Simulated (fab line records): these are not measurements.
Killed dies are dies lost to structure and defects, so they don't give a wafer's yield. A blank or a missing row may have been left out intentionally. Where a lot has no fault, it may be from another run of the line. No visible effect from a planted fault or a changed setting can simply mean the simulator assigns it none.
Problem report in the 8D (eight disciplines) form, filled by code :: flow berkeleyCmos170 :: the parts of the form that need people (team, actions taken, sign-off) are left out

## 1. THE ISSUE
Across 6 wafers from 2 lots, PLDD_TW at UCB170_PLDD_TW_MEAS_11 averages 942, while fault-free wafers read 1019 with a standard deviation of 6.7. Measured from the usual mean, that is -12 standard deviations.
First observed at day 9 05:15: wafer L317.1, on filmMetro-04. At this step, 42 wafers from 14 lots have a number in the record. Rule for "out", or "out of limits": more than 4 standard deviations from the usual mean. The other wafers with a number count as sound.

## 2. WHAT IT IS AND WHAT IT IS NOT
question: which readings at this step
is: PLDD_TW
is not: -

question: which lots
is: L317, L319
is not: L304, L305, L306, L308, L309, L310, L314, L318, L321, L322, L324, L326

question: which wafers of those lots
is: all that have a number
is not: -

question: read on which gauges
is: filmMetro-01, filmMetro-04
is not: filmMetro-02

question: when
is: from day 9 05:15
is not: up to then (24 sound wafers); but 12 sound wafers of L321, L322, L324, L326 came after

## 3. THE SUSPECTS, EACH WITH WHAT RULES IT OUT
Counting: a tool at a process step up to the reading stays a suspect if it ran every lot that is out and no sound lot after the first of them.
- the gauge at UCB170_PLDD_TW_MEAS_11 is ruled out. The wafers that are out were read on 2 gauges (filmMetro-01, filmMetro-04).
- implanter-02 at UCB170_PLDD_IMPLANT_09: kept. It ran every lot that is out, first L317 (day 9 05:00), and no sound lot after that; its last sound lot up to then is L309 (day 7 06:02). Out on those wafers are its own readings of doseIonsCm2, faradayCurrentUA.
Remaining after the count: implanter-02 at UCB170_PLDD_IMPLANT_09.

## 4. THE CAUSE (what the simulator had put in)
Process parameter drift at UCB170_PLDD_IMPLANT_09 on implanter-02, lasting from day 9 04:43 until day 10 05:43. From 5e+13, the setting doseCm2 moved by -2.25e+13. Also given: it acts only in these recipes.
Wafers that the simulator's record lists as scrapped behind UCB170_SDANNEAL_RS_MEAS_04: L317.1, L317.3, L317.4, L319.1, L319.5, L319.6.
Only this tool survived the counting.

## 5. THE CHAIN OF EFFECTS, in route order
Each row: a reading where the mean over the struck wafers with a number is more than 3 standard deviations away from the usual. Only readings whose record carries a usual standard deviation are examined. hours: median over the lots of the time between each lot's start at the first step of this table that gives one and its start at this step. sigmas: the change, counted in usual standard deviations.
hours: 0
step: UCB170_PLDD_IMPLANT_09
reading: doseIonsCm2
usual: 4.999e+13
on struck wafers: 2.745e+13
change: -2.254e+13
sigmas: -99 or more

hours: 0
step: UCB170_PLDD_IMPLANT_09
reading: faradayCurrentUA
usual: 155
on struck wafers: 87
change: -68
sigmas: -13

hours: 0
step: UCB170_PLDD_TW_MEAS_11
reading: PLDD_TW
usual: 1019
on struck wafers: 942
change: -78
sigmas: -12

hours: 15
step: UCB170_SDANNEAL_RS_MEAS_04
reading: PLDD_RS
usual: 1031.7 ohm/sq
on struck wafers: 1259.2
change: +227.5
sigmas: +91
The process steps in it:
- UCB170_PLDD_IMPLANT_09

## 6. HOW IT WOULD HAVE BEEN CAUGHT EARLIER
In this record the first reading out of limits at a measuring or inspecting step was taken at day 9 05:15, 1 hour after the fault began at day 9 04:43.
At UCB170_PLDD_IMPLANT_09, the tool's own readings (doseIonsCm2, faradayCurrentUA) were out on each struck wafer the step has a row for, so an alarm limit on them would have fired on the first such wafer.
Lots out: 2; of these, L319 started UCB170_PLDD_IMPLANT_09 on implanter-02 after day 9 05:15. A hold on the tool at that time would have spared it.
